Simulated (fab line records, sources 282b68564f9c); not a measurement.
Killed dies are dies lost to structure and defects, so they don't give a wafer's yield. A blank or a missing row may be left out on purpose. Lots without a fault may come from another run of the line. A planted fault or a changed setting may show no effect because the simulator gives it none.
A struck lot beside a sound one | flow rit_cmos | 33 steps out of a route of 202
Sound: wafers L334.1, L334.3, L334.5. Struck: wafers L335.2, L335.3, L335.6. The cause comes at the end.
At each step with rows: each side's tool, then ch and its chambers, then its first start. Under that, the readings that differ: sound wafers | struck wafers | difference of the means | sigmas: that difference in standard deviations of wafers without a fault.
alike: readings whose means differ by less than 2 such deviations, and words and numbers that are the same on both sides. not compared: withheld readings, readings that some wafer has no value for, bounds like >300 that may hide the same value, and numbers for which the record gives no deviation and whose values overlap.
The two part at a step that has a row with sigmas, a row that says differs or no value, or rows on one side only. Numbers that don't overlap but have no deviation are shown without sigmas and don't part them. A reading that every wafer of one side lacks parts them only if that side has two wafers or more.

first, 1 step without rows for these wafers: RIT_PLDD_IMPLANT_08.
RIT_PLDD_STRIP_09: strips in O2, time 180 s.
  sound on plasma_asher-02 ch 0,1, day 3 06:34; struck on plasma_asher-01 ch 0,1, day 3 09:56
  alike: drypump_motor_current_A
  not compared: rf_hours_counter_h
RIT_PLDD_TW_MEAS_10:
  sound on film_metro-01, day 3 06:44; struck on film_metro-03, day 3 10:07
  reading | sound          | struck         | difference | sigmas
  PLDD_TW | 2340 2325 2325 | 2375 2384 2388 | +52        | +2
then, 4 steps without rows for these wafers: RIT_SPACER_CLEAN_00 (cleans in SC1, time 600 s); RIT_SPACER_CLEAN_01 (cleans in dHF, time 30 s); RIT_SPACER_CLEAN_02 (cleans in SC2, time 600 s); RIT_SPACER_CVD_03 (deposits Si3N4 from SiH2Cl2/NH3, target thk 250 nm, time 3300 s).
RIT_SPACER_THK_MEAS_04:
  sound on film_metro-03, day 3 10:30; struck on film_metro-01, day 3 12:38
  reading                 | sound             | struck            | difference | sigmas
  SPACER_NITRIDE_THK (nm) | 248.7 247.6 247.1 | 250.5 251.6 256.2 | +5.0       | +2
RIT_SPACER_ETCHBACK_05: etches Si3N4 in SF6/CHF3, stops on SiO2, target depth 250 nm, time 240 s.
  sound on rie_diel-02 ch 0,1,2, day 3 10:34; struck on rie_diel-03 ch 0,2,3, day 3 12:41
  alike: drypump_motor_current_A, oes_product_au, throttle_valve_pct
  not compared: rf_hours_counter_h
then, 3 steps without rows for these wafers: RIT_NSD_HMDS_00 (prime time 60 s); RIT_NSD_COAT_01 (resist thk 1000 nm); RIT_NSD_SOFTBAKE_02 (time 60 s).
RIT_NSD_EXPOSE_03: exposes mask M9, target cd 40700 nm.
  sound on iline_stepper-01 ch 0, day 3 11:17; struck on iline_stepper-02 ch 0, day 3 13:32
  reading | sound          | struck            | difference | sigmas
  mask    | M9#0 M9#0 M9#0 | M10#0 M10#0 M10#0 | differs    |
  alike: focus_offset_nm
then, 2 steps without rows for these wafers: RIT_NSD_PEB_04; RIT_NSD_DEVELOP_05 (develop time 50 s).
RIT_NSD_OVL_MEAS_06:
  sound on overlay-01, day 3 11:47; struck on overlay-02, day 3 13:56
  reading      | sound       | struck | difference                    | sigmas
  NSD_OVL (nm) | 1.9 1.2 3.8 | - - -  | no value on the struck wafers |
then, 2 steps without rows for these wafers: RIT_NSD_HARDBAKE_07 (time 60 s); RIT_NSD_IMPLANT_08.
RIT_NSD_STRIP_09: strips in O2, time 180 s.
  sound on plasma_asher-03 ch 0,1, day 3 12:15; struck on plasma_asher-02 ch 1, day 3 14:23
  alike: drypump_motor_current_A
  not compared: rf_hours_counter_h
RIT_NSD_TW_MEAS_10:
  sound on film_metro-01, day 3 12:25; struck on film_metro-04, day 3 14:34
  reading | sound          | struck   | difference | sigmas
  NSD_TW  | 3111 3114 3086 | 30 30 30 | -3074      | -99 or more
then, 6 steps without rows for these wafers: RIT_PSD_HMDS_00 (prime time 60 s); RIT_PSD_COAT_01 (resist thk 1000 nm); RIT_PSD_SOFTBAKE_02 (time 60 s); RIT_PSD_EXPOSE_03 (exposes mask M10, target cd 40900 nm); RIT_PSD_PEB_04; RIT_PSD_DEVELOP_05 (develop time 50 s).
RIT_PSD_OVL_MEAS_06:
  sound on overlay-02, day 3 13:28; struck on overlay-01, day 3 15:35
  alike: PSD_OVL
then, 2 steps without rows for these wafers: RIT_PSD_HARDBAKE_07 (time 60 s); RIT_PSD_IMPLANT_08.
RIT_PSD_STRIP_09: strips in O2, time 180 s.
  sound on plasma_asher-03 ch 0, day 3 13:48; struck on plasma_asher-01 ch 0,1, day 3 15:55
  alike: drypump_motor_current_A
  not compared: rf_hours_counter_h
RIT_PSD_TW_MEAS_10:
  sound on film_metro-03, day 3 13:58; struck on film_metro-03, day 3 16:07
  reading | sound          | struck         | difference | sigmas
  PSD_TW  | 3481 3467 3467 | 3677 3648 3656 | +189       | +6
then, 1 step without rows for these wafers: RIT_SDANNEAL_CLEAN_00 (cleans in SC1, time 600 s).
RIT_M1_PROBE_99:
  sound on prober-02, day 3 22:10; struck on prober-01, day 4 00:28
  reading             | sound  | struck      | difference | sigmas
  killed_at_front_end | 6 8 11 | 264 264 264 | +256       | +85
  killed_dies         | 7 8 11 | 264 264 264 | +255       | +85
  killed_on_rim       | 0 1 5  | 70 70 70    | +68        | +42
  alike: killed_at_contacts, killed_open, killed_short

WHERE THEY PART
First at RIT_PLDD_TW_MEAS_10; last, within this record, at RIT_M1_PROBE_99.

WHY: what the simulator had put in
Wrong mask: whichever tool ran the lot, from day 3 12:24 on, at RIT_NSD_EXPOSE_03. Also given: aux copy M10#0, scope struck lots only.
